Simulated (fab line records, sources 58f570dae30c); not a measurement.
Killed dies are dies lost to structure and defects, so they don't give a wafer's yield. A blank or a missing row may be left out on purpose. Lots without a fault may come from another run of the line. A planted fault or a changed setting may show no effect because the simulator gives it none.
Problem report in the 8D (eight disciplines) form, filled by code | flow berkeley_cmos170 | the parts of the form that need people (team, actions taken, sign-off) are left out

1. THE PROBLEM
NVT_TW at UCB170_NVT_TW_MEAS_09 reads a mean of 582 on 6 wafers of 2 lots; wafers without a fault read 523 with a standard deviation of 4.7. That is +13 standard deviations from the usual mean.
First seen on wafer L980.1, day 7 14:56, on film_metro-03. The record holds 42 wafers of 14 lots with a number at this step. Rule for "out", or "out of limits": more than 4 standard deviations from the usual mean. The other wafers with a number count as sound.

2. WHAT IT IS AND WHAT IT IS NOT
question                    | is                           | is not
which readings at this step | NVT_TW                       | -
which lots                  | L980, L981                   | L978, L979, L982, L983, L985, L993, L994, L995, L996, L997, L998, L999
which wafers of those lots  | all that have a number       | -
read on which gauges        | film_metro-02, film_metro-03 | film_metro-01
when                        | from day 7 14:56             | up to then (9 sound wafers); but 27 sound wafers of L983, L985, L993, L994, L995, L996, L997, L998, L999 came after

3. SUSPECTS, AND WHAT RULES EACH OUT
Counting: a tool at a process step up to the reading stays a suspect if it ran every lot that is out and no sound lot after the first of them.
- the gauge at UCB170_NVT_TW_MEAS_09: ruled out. The wafers that are out were read on 2 gauges (film_metro-02, film_metro-03).
- implanter-03 at UCB170_NVT_IMPLANT_07: ruled out as a lasting fault. Sound lots L993, L995, L997, L998 ran on it after its first lot that is out, L980 (day 7 14:41).
Left after counting: nothing in the record.

4. THE CAUSE (what the simulator had put in)
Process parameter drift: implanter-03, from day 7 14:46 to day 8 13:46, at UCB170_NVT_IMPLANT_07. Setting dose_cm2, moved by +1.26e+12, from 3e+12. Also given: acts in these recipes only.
Counting ruled it out, wrongly: the rule takes a fault to strike every lot that its tool runs from its start on, and this one did not.

5. THE CHAIN OF EFFECTS, in route order
Each row: a reading whose mean over the struck wafers that have a number lies more than 3 standard deviations from the usual. Only readings for which the record gives a usual standard deviation are gone through. hours: the time from each lot's start at the first step in this table that gives one to its start at this step, as a median over the lots. sigmas: the change in usual standard deviations.
hours | step                  | reading            | usual | on struck wafers | change | sigmas
0     | UCB170_NVT_IMPLANT_07 | dose_ions_cm2      | 3e+12 | 4e+12            | +1e+12 | +99 or more
0     | UCB170_NVT_IMPLANT_07 | faraday_current_uA | 9.52  | 13.63            | +4.11  | +23
0     | UCB170_NVT_TW_MEAS_09 | NVT_TW             | 523   | 582              | +60    | +13
The process steps in it:
- UCB170_NVT_IMPLANT_07
Later measuring or inspecting steps at which every struck wafer that the step has a row for has a number for every such reading, and none has moved that far: UCB170_V2_CD_MEAS_12, UCB170_M3_BOW_MEAS_20.

6. WHAT WOULD HAVE CAUGHT IT SOONER
In this record the first reading out of limits at a measuring or inspecting step was taken at day 7 14:56, 0 hours after the fault began at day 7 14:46.
The tool's own readings at UCB170_NVT_IMPLANT_07 were out on every struck wafer that the step has a row for (dose_ions_cm2, faraday_current_uA): an alarm limit on them would have fired on the first of those.
